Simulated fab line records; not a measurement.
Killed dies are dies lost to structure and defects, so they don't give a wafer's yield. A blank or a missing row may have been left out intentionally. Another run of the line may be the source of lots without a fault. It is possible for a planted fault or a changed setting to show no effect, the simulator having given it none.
Which tool is to blame? / flow rit cmos / 14 lots, 42 wafers sampled, at 5 steps of a route of 202

== WHAT THE GAUGES SHOWED, per wafer ==
RIT_FOX2_THK_MEAS_90.
lot=L734; measured=day 2 00:38; on=film metro-01; FIELD_OXIDE_LEFT_1_THK (nm)=322 329 324
lot=L735; measured=day 2 03:28; on=film metro-01; FIELD_OXIDE_LEFT_1_THK (nm)=323 320 319
lot=L736; measured=day 2 08:08; on=film metro-01; FIELD_OXIDE_LEFT_1_THK (nm)=324 319 321
lot=L738; measured=day 2 18:58; on=film metro-04; FIELD_OXIDE_LEFT_1_THK (nm)=331 321 329
lot=L740; measured=day 3 05:31; on=film metro-02; FIELD_OXIDE_LEFT_1_THK (nm)=329 327 326
lot=L741; measured=day 3 08:26; on=film metro-04; FIELD_OXIDE_LEFT_1_THK (nm)=324 323 324
lot=L742; measured=day 3 13:25; on=film metro-02; FIELD_OXIDE_LEFT_1_THK (nm)=334 331 334
lot=L746; measured=day 4 11:40; on=film metro-01; FIELD_OXIDE_LEFT_1_THK (nm)=325 322 322
lot=L748; measured=day 4 21:36; on=film metro-01; FIELD_OXIDE_LEFT_1_THK (nm)=323 320 322
lot=L753; measured=day 5 21:44; on=film metro-04; FIELD_OXIDE_LEFT_1_THK (nm)=328 319 324
lot=L754; measured=day 6 03:21; on=film metro-01; FIELD_OXIDE_LEFT_1_THK (nm)=323 325 330
lot=L755; measured=day 6 07:02; on=film metro-04; FIELD_OXIDE_LEFT_1_THK (nm)=323 327 327
lot=L756; measured=day 6 11:07; on=film metro-01; FIELD_OXIDE_LEFT_1_THK (nm)=312 311 313
lot=L757; measured=day 6 19:33; on=film metro-01; FIELD_OXIDE_LEFT_1_THK (nm)=327 325 328

RIT_GATE_THK_MEAS_07.
lot=L734; measured=day 2 18:22; on=film metro-04; GATE_OXIDE_THK (nm)=3.17 3.01 3.04
lot=L735; measured=day 2 19:46; on=film metro-04; GATE_OXIDE_THK (nm)=3.01 2.97 3.05
lot=L736; measured=day 3 06:13; on=film metro-01; GATE_OXIDE_THK (nm)=2.99 2.93 3.02
lot=L738; measured=day 3 09:19; on=film metro-01; GATE_OXIDE_THK (nm)=3.20 3.11 3.10
lot=L740; measured=day 3 22:55; on=film metro-01; GATE_OXIDE_THK (nm)=3.11 3.08 3.03
lot=L741; measured=day 4 03:11; on=film metro-01; GATE_OXIDE_THK (nm)=3.11 3.04 3.02
lot=L742; measured=day 4 06:25; on=film metro-01; GATE_OXIDE_THK (nm)=3.01 3.02 2.96
lot=L746; measured=day 5 06:50; on=film metro-01; GATE_OXIDE_THK (nm)=3.08 2.95 2.98
lot=L748; measured=day 5 18:04; on=film metro-01; GATE_OXIDE_THK (nm)=2.95 2.95 2.98
lot=L753; measured=day 6 15:59; on=film metro-04; GATE_OXIDE_THK (nm)=3.13 3.04 3.04
lot=L754; measured=day 6 19:12; on=film metro-04; GATE_OXIDE_THK (nm)=3.07 2.99 3.04
lot=L755; measured=day 6 21:15; on=film metro-04; GATE_OXIDE_THK (nm)=3.08 3.01 3.00
lot=L756; measured=day 7 07:47; on=film metro-02; GATE_OXIDE_THK (nm)=3.02 3.02 3.01
lot=L757; measured=day 7 10:23; on=film metro-04; GATE_OXIDE_THK (nm)=3.06 2.93 2.99

RIT_GATE_THK_MEAS_09.
lot=L734; measured=day 2 20:51; on=film metro-02; GATE_POLY_THK (nm)=252.3 252.8 252.7
lot=L735; measured=day 2 22:19; on=film metro-04; GATE_POLY_THK (nm)=248.8 248.0 249.1
lot=L736; measured=day 3 08:41; on=film metro-01; GATE_POLY_THK (nm)=250.6 249.3 252.5
lot=L738; measured=day 3 10:59; on=film metro-02; GATE_POLY_THK (nm)=248.7 248.9 249.1
lot=L740; measured=day 4 01:07; on=film metro-01; GATE_POLY_THK (nm)=248.7 249.6 253.5
lot=L741; measured=day 4 04:52; on=film metro-01; GATE_POLY_THK (nm)=250.8 251.7 253.2
lot=L742; measured=day 4 09:16; on=film metro-02; GATE_POLY_THK (nm)=251.3 247.6 250.5
lot=L746; measured=day 5 09:06; on=film metro-01; GATE_POLY_THK (nm)=246.6 249.1 246.5
lot=L748; measured=day 5 20:32; on=film metro-01; GATE_POLY_THK (nm)=247.4 248.9 249.8
lot=L753; measured=day 6 17:39; on=film metro-01; GATE_POLY_THK (nm)=249.9 249.9 250.8
lot=L754; measured=day 6 20:58; on=film metro-01; GATE_POLY_THK (nm)=247.0 247.4 245.5
lot=L755; measured=day 6 22:56; on=film metro-01; GATE_POLY_THK (nm)=249.3 250.4 250.0
lot=L756; measured=day 7 09:28; on=film metro-04; GATE_POLY_THK (nm)=248.5 250.7 249.6
lot=L757; measured=day 7 12:14; on=film metro-02; GATE_POLY_THK (nm)=249.3 245.8 246.4

RIT_SPACER_THK_MEAS_04.
lot=L734; measured=day 3 09:21; on=film metro-03; SPACER_NITRIDE_THK (nm)=249.0 249.6 248.2
lot=L735; measured=day 3 12:28; on=film metro-01; SPACER_NITRIDE_THK (nm)=253.3 253.0 252.7
lot=L736; measured=day 3 18:58; on=film metro-03; SPACER_NITRIDE_THK (nm)=249.8 253.5 250.7
lot=L738; measured=day 3 23:31; on=film metro-03; SPACER_NITRIDE_THK (nm)=250.5 254.3 251.1
lot=L740; measured=day 4 12:21; on=film metro-01; SPACER_NITRIDE_THK (nm)=249.9 250.9 250.2
lot=L741; measured=day 4 15:55; on=film metro-01; SPACER_NITRIDE_THK (nm)=246.1 247.3 247.9
lot=L742; measured=day 4 21:55; on=film metro-03; SPACER_NITRIDE_THK (nm)=422.2 425.3 422.4 422.6 425.2 422.1
lot=L746; measured=day 5 21:14; on=film metro-01; SPACER_NITRIDE_THK (nm)=419.6 419.5 420.0 419.6 419.1 419.7
lot=L748; measured=day 6 07:20; on=film metro-04; SPACER_NITRIDE_THK (nm)=248.6 251.3 247.4
lot=L753; measured=day 7 03:37; on=film metro-04; SPACER_NITRIDE_THK (nm)=250.8 250.6 251.6
lot=L754; measured=day 7 08:10; on=film metro-03; SPACER_NITRIDE_THK (nm)=246.7 247.9 245.5
lot=L755; measured=day 7 10:37; on=film metro-03; SPACER_NITRIDE_THK (nm)=247.0 247.0 247.4
lot=L756; measured=day 7 20:07; on=film metro-03; SPACER_NITRIDE_THK (nm)=250.1 247.0 250.4
lot=L757; measured=day 7 22:32; on=film metro-01; SPACER_NITRIDE_THK (nm)=248.0 249.6 249.6

== TOOL THAT RAN EACH LOT (tool first, then ch and the chambers of the sampled wafers, then the start) ==
lot=L734; RIT_SPACER_CVD_03=lpcvd-01 ch 1, day 3 07:24
lot=L735; RIT_SPACER_CVD_03=lpcvd-02 ch 1, day 3 10:32
lot=L736; RIT_SPACER_CVD_03=lpcvd-01 ch 1, day 3 17:02
lot=L738; RIT_SPACER_CVD_03=lpcvd-02 ch 0, day 3 21:35
lot=L740; RIT_SPACER_CVD_03=lpcvd-01 ch 1, day 4 09:28
lot=L741; RIT_SPACER_CVD_03=lpcvd-01 ch 0, day 4 13:01
lot=L742; RIT_SPACER_CVD_03=lpcvd-01 ch 1, day 4 19:59
lot=L746; RIT_SPACER_CVD_03=lpcvd-01 ch 1, day 5 19:19
lot=L748; RIT_SPACER_CVD_03=lpcvd-02 ch 1, day 6 04:28
lot=L753; RIT_SPACER_CVD_03=lpcvd-02 ch 1, day 7 01:42
lot=L754; RIT_SPACER_CVD_03=lpcvd-02 ch 1, day 7 06:14
lot=L755; RIT_SPACER_CVD_03=lpcvd-02 ch 1, day 7 08:42
lot=L756; RIT_SPACER_CVD_03=lpcvd-02 ch 1, day 7 18:13
lot=L757; RIT_SPACER_CVD_03=lpcvd-02 ch 0, day 7 20:37
- RIT_SPACER_CVD_03: deposits Si3N4 from SiH2Cl2/NH3, target thk 250 nm, time 3300 s.

== AS READ BY THE TOOLS THEMSELVES (means over the sampled wafers that have a number; for cases with no such wafer, the mark the record gives instead) ==
RIT_SPACER_CVD_03.
lot=L734; tool=lpcvd-01; spike tc centre C (C)=813.2; spike tc load C (C)=833.3; spike tc source C (C)=828.6; susceptor temp C (C)=810.0
lot=L735; tool=lpcvd-02; spike tc centre C (C)=809.1; spike tc load C (C)=833.0; spike tc source C (C)=834.4; susceptor temp C (C)=810.3
lot=L736; tool=lpcvd-01; spike tc centre C (C)=814.4; spike tc load C (C)=832.8; spike tc source C (C)=827.8; susceptor temp C (C)=809.7
lot=L738; tool=lpcvd-02; spike tc centre C (C)=812.7; spike tc load C (C)=835.4; spike tc source C (C)=833.3; susceptor temp C (C)=809.6
lot=L740; tool=lpcvd-01; spike tc centre C (C)=813.2; spike tc load C (C)=831.9; spike tc source C (C)=828.5; susceptor temp C (C)=810.0
lot=L741; tool=lpcvd-01; spike tc centre C (C)=812.6; spike tc load C (C)=829.7; spike tc source C (C)=830.6; susceptor temp C (C)=809.9
lot=L742; tool=lpcvd-01; spike tc centre C (C)=858.9; spike tc load C (C)=879.1; spike tc source C (C)=874.0; susceptor temp C (C)=854.7
lot=L746; tool=lpcvd-01; spike tc centre C (C)=858.5; spike tc load C (C)=878.9; spike tc source C (C)=874.0; susceptor temp C (C)=855.1
lot=L748; tool=lpcvd-02; spike tc centre C (C)=808.9; spike tc load C (C)=832.2; spike tc source C (C)=833.5; susceptor temp C (C)=810.2
lot=L753; tool=lpcvd-02; spike tc centre C (C)=809.5; spike tc load C (C)=832.4; spike tc source C (C)=834.7; susceptor temp C (C)=809.9
lot=L754; tool=lpcvd-02; spike tc centre C (C)=809.7; spike tc load C (C)=833.1; spike tc source C (C)=834.3; susceptor temp C (C)=810.0
lot=L755; tool=lpcvd-02; spike tc centre C (C)=810.0; spike tc load C (C)=832.2; spike tc source C (C)=833.8; susceptor temp C (C)=810.0
lot=L756; tool=lpcvd-02; spike tc centre C (C)=810.5; spike tc load C (C)=833.0; spike tc source C (C)=833.7; susceptor temp C (C)=810.0
lot=L757; tool=lpcvd-02; spike tc centre C (C)=811.3; spike tc load C (C)=833.9; spike tc source C (C)=833.6; susceptor temp C (C)=809.7

== THE ANSWER, worked out from the rows above alone ==
Rule: the usual values come from the lots themselves. The widest of any qualifying gaps counts: lots, ordered by their means at a reading, are off when they make up no more than a third of the lots, leave a main group of 4 or more, and stand apart from it by 3 or more times the standard deviation of that group's means. Not used: any main group whose means are identical at the precision the tables above print for the reading. A lot without any number at a reading at which 4 lots or more have one is off too. Any other lot the step has rows for is counted as sound. Order of review: gauges by route order, followed by the tools' own readings, for which a lot's mean as printed above is used. The first step at which some lot is off is used, and at that step the reading that is off furthest; a lot without a number counts as furthest.
Off: at RIT_SPACER_THK_MEAS_04 (SPACER_NITRIDE_THK), L742, L746. Mean 249.6 nm and standard deviation 1.9 in the main group.
If a tool, at a process step before that reading, ran all the lots that are off and no sound lot after the first of them, it fits. The gauges at RIT_SPACER_THK_MEAS_04 aren't tried: what is off there is off at RIT_SPACER_CVD_03 too, on other tools, and a gauge's error can't cause that. One fits: RIT_SPACER_CVD_03 on lpcvd-01. A fault onset in the window from L741 (day 4 13:01, its last sound lot) to L742 (day 4 19:59, its first lot off) fits.
The tool's own readings at RIT_SPACER_CVD_03 bear it out: on the lots that are off they differ by more than 5 times the standard deviation of the sound lots' means. spike tc centre C reads 858.7 C there against 811.3 C on the sound lots; spike tc load C reads 879.0 C there against 832.7 C on the sound lots; spike tc source C reads 874.0 C there against 832.2 C on the sound lots; susceptor temp C reads 854.9 C there against 809.9 C on the sound lots.

== WHAT THE SIMULATOR PUT IN ==
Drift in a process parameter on lpcvd-01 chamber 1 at RIT_SPACER_CVD_03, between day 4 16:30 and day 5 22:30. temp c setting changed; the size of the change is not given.
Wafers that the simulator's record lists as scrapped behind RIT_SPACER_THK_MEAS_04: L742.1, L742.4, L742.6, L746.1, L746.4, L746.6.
Struck lots among those shown: L742, L746. The rule above found the same.
